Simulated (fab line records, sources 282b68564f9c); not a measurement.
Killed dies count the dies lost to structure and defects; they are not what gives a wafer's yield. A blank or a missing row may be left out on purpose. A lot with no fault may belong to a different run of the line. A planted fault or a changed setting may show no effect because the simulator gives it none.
fab line records + flow rit_cmos
record:
- lots: 15
- wafers: 45
- last_day: 7
route steps=202 shown REOX@101
lots with no fault: from the same line, run without faults
start_h: start of the lot's first displayed wafer, in hours after the record's first day + wait_h: hours from the lot's prior step to this one + " as in the row above + L1.1+2: a single row standing in for several wafers + - no value, or no start was given + * or withheld: withheld + < > ~ a bound
route shown NAME@n: a module of which the file shows steps, and the number in the route of the first + usual: mean and standard deviation over wafers with no fault + same: alike in all rows + chamber/n: place in a boat + sites: each site's reading + _std_site: standard deviation of those values + _edge_site: inner sites' mean taken away from outer sites' mean + radius_mm: how far each site lies from the wafer's centre + mask NAME#n: copy n + behind: the most recent tool/chamber to have shaped the wafer + hold: why the lot was held/for how many hours/how that ended + device: which transistor (n, p or np) failed to switch + end of line: at the end of the route, the tests of the same wafers + where a step has no rows: the recipe by itself + killed: dies lost to structure and defects at the first sort, not the wafer's yield + map: per-die view of a wafer (x killed, . not killed, _ where there is no die)
set.NAME: the setting as run; set.NAME@STEP: as run at that earlier step + model.NAME: the simulator's own value behind a step, which no gauge read
steps of the route over a sample of lots; a table a step, a row a wafer
services: the hour from which a tool's chamber was out of use, counted from the record's first day as start_h (under 0 if before that day), plus the number of hours and why
== steps ==
step: RIT_REOX_OXIDATION_03
recipe:
- temp_c: 900
- ambient: O2
- target_thk_a: 252
- ox_time_s: 5580
usual:
- spike_tc_centre_C: 902.6/1.1
- spike_tc_load_C: 925/4.6
- spike_tc_source_C: 922.1/2.9
- tube_center_temp_C: 899.99/0.082
- tube_center_temp_C_max: 902.4/0.38
- zone_power_load_pct: 25.9/0.63
- zone_power_source_pct: 24.7/0.46
| lot.wafer | tool       | chamber | start_h | wait_h | spike_tc_centre_C | spike_tc_load_C | spike_tc_source_C | tube_center_temp_C | tube_center_temp_C_max | zone_power_load_pct | zone_power_source_pct |
|-----------|------------|---------|---------|--------|-------------------|-----------------|-------------------|--------------------|------------------------|---------------------|-----------------------|
| L806.2    | furnace-02 | 0       | 45.94   | 1.1    | 904.2             | 920             | 917.9             | 899.99             | 902.3                  | 25.9                | 24.6                  |
| L806.4    | "          | 0       | "       | "      | 901.7             | 919             | 919.1             | 899.98             | 902.2                  | 25.6                | 24.5                  |
| L806.6    | "          | 0       | "       | "      | 903.5             | 919             | 917.8             | 899.99             | 902.2                  | 25.8                | 24.1                  |
| L807.1    | furnace-04 | 0       | 49.93   | 0.0    | 901.6             | 930             | 923.4             | 899.77             | 902.0                  | 26.5                | 25.0                  |
| L807.3    | "          | 0       | "       | "      | 901.4             | 929             | 925.3             | 900.16             | 902.4                  | 26.8                | 24.9                  |
| L807.6    | "          | 0       | "       | "      | 901.3             | 929             | 925.4             | 899.97             | 902.5                  | 26.4                | 25.0                  |
| L808.2    | furnace-02 | 0       | 56.59   | 0.0    | 904.5             | 921             | 918.4             | 899.95             | 901.7                  | 25.9                | 23.9                  |
| L808.3    | "          | 0       | "       | "      | 902.2             | 918             | 918.4             | 900.08             | 902.8                  | 26.0                | 24.5                  |
| L808.5    | "          | 0       | "       | "      | 901.9             | 919             | 918.0             | 900.03             | 902.9                  | 25.5                | 24.2                  |
| L809.3    | furnace-04 | 0       | 58.66   | 0.4    | 902.5             | 929             | 925.4             | 900.02             | 902.5                  | 26.4                | 24.7                  |
| L809.4    | "          | 0       | "       | "      | 903.2             | 929             | 925.2             | 899.98             | 902.1                  | 26.6                | 24.8                  |
| L809.6    | "          | 0       | "       | "      | 901.0             | 930             | 924.8             | 900.04             | 902.3                  | 26.4                | 24.9                  |
| L814.2    | furnace-01 | 0       | 83.52   | 0.0    | 903.1             | 927             | 922.9             | 900.13             | 902.0                  | 25.2                | 25.6                  |
| L814.4    | "          | 0       | "       | "      | 902.0             | 927             | 923.1             | 899.82             | 902.0                  | 24.8                | 25.0                  |
| L814.6    | "          | 0       | "       | "      | 904.0             | 926             | 922.7             | 900.01             | 902.1                  | 25.5                | 25.5                  |
| L815.1    | furnace-02 | 0       | 91.91   | 0.0    | 862.5             | 878             | 877.5             | 859.2              | 862.0                  | 23.1                | 22.0                  |
| L815.2    | "          | 0       | "       | "      | 861.7             | 879             | 878.8             | 859.29             | 861.8                  | 23.0                | 21.7                  |
| L815.4    | "          | 0       | "       | "      | 862.0             | 878             | 877.1             | 859.36             | 861.8                  | 23.3                | 22.3                  |
| L816.1    | furnace-02 | 0       | 95.78   | 1.0    | 861.9             | 878             | 877.8             | 859.35             | 861.6                  | 22.8                | 22.2                  |
| L816.4    | "          | 0       | "       | "      | 863.3             | 878             | 876.1             | 859.3              | 861.3                  | 23.3                | 22.3                  |
| L816.6    | "          | 0       | "       | "      | 862.8             | 878             | 877.9             | 859.28             | 861.3                  | 23.1                | 22.3                  |
| L817.2    | furnace-02 | 0       | 99.14   | 0.0    | 862.1             | 878             | 876.4             | 859.34             | 861.5                  | 23.0                | 21.8                  |
| L817.4    | "          | 0       | "       | "      | 862.1             | 878             | 875.4             | 859.19             | 861.9                  | 23.1                | 21.8                  |
| L817.5    | "          | 0       | "       | "      | 860.8             | 877             | 876.1             | 859.25             | 861.1                  | 23.7                | 22.6                  |
| L819.3    | furnace-04 | 0       | 108.61  | 0.0    | 903.0             | 930             | 924.3             | 899.88             | 902.0                  | 25.9                | 24.8                  |
| L819.4    | "          | 0       | "       | "      | 903.0             | 929             | 924.8             | 899.94             | 901.8                  | 26.4                | 25.2                  |
| L819.6    | "          | 0       | "       | "      | 902.9             | 929             | 924.9             | 900.15             | 902.1                  | 26.5                | 24.8                  |
| L821.3    | furnace-01 | 0       | 119.55  | 0.0    | 903.9             | 928             | 921.1             | 900.08             | 902.9                  | 24.4                | 24.8                  |
| L821.4    | "          | 0       | "       | "      | 904.5             | 929             | 921.4             | 899.93             | 902.8                  | 24.9                | 25.3                  |
| L821.6    | "          | 0       | "       | "      | 903.1             | 928             | 922.4             | 899.99             | 902.6                  | 25.0                | 25.6                  |
| L822.1    | furnace-04 | 0       | 123.55  | 0.6    | 901.6             | 930             | 923.3             | 899.96             | 902.2                  | 26.4                | 24.7                  |
| L822.2    | "          | 0       | "       | "      | 902.1             | 928             | 923.9             | 899.94             | 902.4                  | 26.5                | 25.0                  |
| L822.3    | "          | 0       | "       | "      | 901.1             | 929             | 924.6             | 899.93             | 902.2                  | 26.4                | 25.0                  |
| L824.2    | furnace-04 | 0       | 132.98  | 0.0    | 900.3             | 928             | 924.6             | 900.02             | 903.5                  | 26.3                | 24.8                  |
| L824.4    | "          | 0       | "       | "      | 902.6             | 930             | 925.7             | 900.13             | 902.0                  | 26.2                | 24.6                  |
| L824.6    | "          | 0       | "       | "      | 901.8             | 930             | 923.7             | 899.91             | 902.4                  | 26.3                | 24.6                  |
| L825.1    | furnace-04 | 0       | 138.44  | 0.7    | 902.2             | 928             | 925.2             | 899.92             | 903.0                  | 26.5                | 24.3                  |
| L825.2    | "          | 0       | "       | "      | 903.4             | 930             | 924.2             | 900.01             | 902.4                  | 26.0                | 25.3                  |
| L825.6    | "          | 0       | "       | "      | 902.3             | 931             | 925.6             | 900.07             | 901.8                  | 26.5                | 24.9                  |
| L826.1    | furnace-04 | 0       | 143.79  | 0.0    | 903.0             | 929             | 925.5             | 900.11             | 903.0                  | 26.5                | 24.9                  |
| L826.3    | "          | 0       | "       | "      | 901.8             | 929             | 923.8             | 899.91             | 901.8                  | 26.1                | 25.1                  |
| L826.4    | "          | 0       | "       | "      | 902.4             | 927             | 924.2             | 899.82             | 902.4                  | 26.4                | 25.1                  |
| L828.1    | furnace-04 | 0       | 153.66  | 0.1    | 901.6             | 930             | 923.4             | 900.07             | 902.2                  | 26.7                | 24.7                  |
| L828.2    | "          | 0       | "       | "      | 901.5             | 930             | 924.4             | 899.99             | 902.5                  | 27.3                | 24.6                  |
| L828.3    | "          | 0       | "       | "      | 904.3             | 928             | 925.8             | 900                | 902.4                  | 26.0                | 24.5                  |
step: RIT_REOX_THK_MEAS_04
recipe:
- reads: SiO2_of_REOX_OXIDATION_03
usual:
- REOX_OXIDE_THK: 25.5/0.58
| lot.wafer | tool          | chamber | start_h | wait_h | REOX_OXIDE_THK[nm] |
|-----------|---------------|---------|---------|--------|--------------------|
| L806.2    | film_metro-03 | -       | 48.50   | 0.0    | 24.7               |
| L806.4    | "             | -       | "       | "      | 24.8               |
| L806.6    | "             | -       | "       | "      | 24.7               |
| L807.1    | film_metro-03 | -       | 52.48   | 0.0    | 25.8               |
| L807.3    | "             | -       | "       | "      | 25.7               |
| L807.6    | "             | -       | "       | "      | 25.6               |
| L808.2    | film_metro-03 | -       | 59.15   | 0.0    | 25.5               |
| L808.3    | "             | -       | "       | "      | 25.4               |
| L808.5    | "             | -       | "       | "      | 25.5               |
| L809.3    | film_metro-02 | -       | 61.23   | 0.0    | 25.7               |
| L809.4    | "             | -       | "       | "      | 26.2               |
| L809.6    | "             | -       | "       | "      | 25.5               |
| L814.2    | film_metro-02 | -       | 86.08   | 0.0    | 24.3               |
| L814.4    | "             | -       | "       | "      | 24.8               |
| L814.6    | "             | -       | "       | "      | 24.4               |
| L815.1    | film_metro-04 | -       | 94.46   | 0.0    | 17.7               |
| L815.2    | "             | -       | "       | "      | 17.6               |
| L815.4    | "             | -       | "       | "      | 17.1               |
| L816.1    | film_metro-04 | -       | 98.33   | 0.0    | 17.4               |
| L816.4    | "             | -       | "       | "      | 17.1               |
| L816.6    | "             | -       | "       | "      | 17.1               |
| L817.2    | film_metro-02 | -       | 101.70  | 0.0    | 17.3               |
| L817.4    | "             | -       | "       | "      | 17.6               |
| L817.5    | "             | -       | "       | "      | 17.1               |
| L819.3    | film_metro-02 | -       | 111.18  | 0.0    | 25.6               |
| L819.4    | "             | -       | "       | "      | 26.0               |
| L819.6    | "             | -       | "       | "      | 25.5               |
| L821.3    | film_metro-03 | -       | 122.12  | 0.0    | 24.7               |
| L821.4    | "             | -       | "       | "      | 25.0               |
| L821.6    | "             | -       | "       | "      | 25.1               |
| L822.1    | film_metro-03 | -       | 126.10  | 0.0    | 26.7               |
| L822.2    | "             | -       | "       | "      | 26.1               |
| L822.3    | "             | -       | "       | "      | 25.9               |
| L824.2    | film_metro-03 | -       | 135.54  | 0.0    | 25.9               |
| L824.4    | "             | -       | "       | "      | 26.0               |
| L824.6    | "             | -       | "       | "      | 25.9               |
| L825.1    | film_metro-02 | -       | 140.99  | 0.0    | 25.3               |
| L825.2    | "             | -       | "       | "      | 25.2               |
| L825.6    | "             | -       | "       | "      | 25.7               |
| L826.1    | film_metro-02 | -       | 146.34  | 0.0    | 25.1               |
| L826.3    | "             | -       | "       | "      | 25.4               |
| L826.4    | "             | -       | "       | "      | 25.3               |
| L828.1    | film_metro-03 | -       | 156.21  | 0.0    | 26.0               |
| L828.2    | "             | -       | "       | "      | 26.0               |
| L828.3    | "             | -       | "       | "      | 25.9               |
== services ==
| tool       | chamber | start_h | hours | kind |
|------------|---------|---------|-------|------|
| furnace-01 | -       | 112.71  | 2.9   | pm   |
| furnace-04 | -       | 112.87  | 3.8   | pm   |
| furnace-01 | -       | 128.76  | 3.0   | pm   |
| furnace-04 | -       | 146.34  | 4.9   | pm   |
| furnace-02 | -       | 151.06  | 6.2   | pm   |
== key ==
first_sign:
- step: RIT_REOX_OXIDATION_03
- reading: tube_center_temp_C
- direction: down
- sigmas: 99+
- usual: *
- struck: *
effect:
- step: RIT_REOX_OXIDATION_03
- reading: tube_center_temp_C_max
- direction: down
- sigmas: 99+
- usual: *
- struck: *
effect:
- step: RIT_REOX_THK_MEAS_04
- reading: REOX_OXIDE_THK
- direction: down
- sigmas: 14
- usual: 25.5
- struck: 17.3
met_at RIT_REOX_OXIDATION_03
struck_lots L815,L816,L817
tester_left_out L815,L816,L817
fault:
- kind: process_parameter_drift
- tool: furnace-02
- chamber: -
- onset_h: 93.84
- steps: RIT_REOX_OXIDATION_03
- channel: temp_c
- offset: *
- shape: step
- end_h: 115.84
- acts_in: *
- stated: *
tester_left_out: of these lots the tester's yield and bins aren't shown, on N5 and GAA mostly nor the transistor test; their killed dies are dies lost to structure and defects alone, not to doping, threshold or leakage, so they don't give the yield
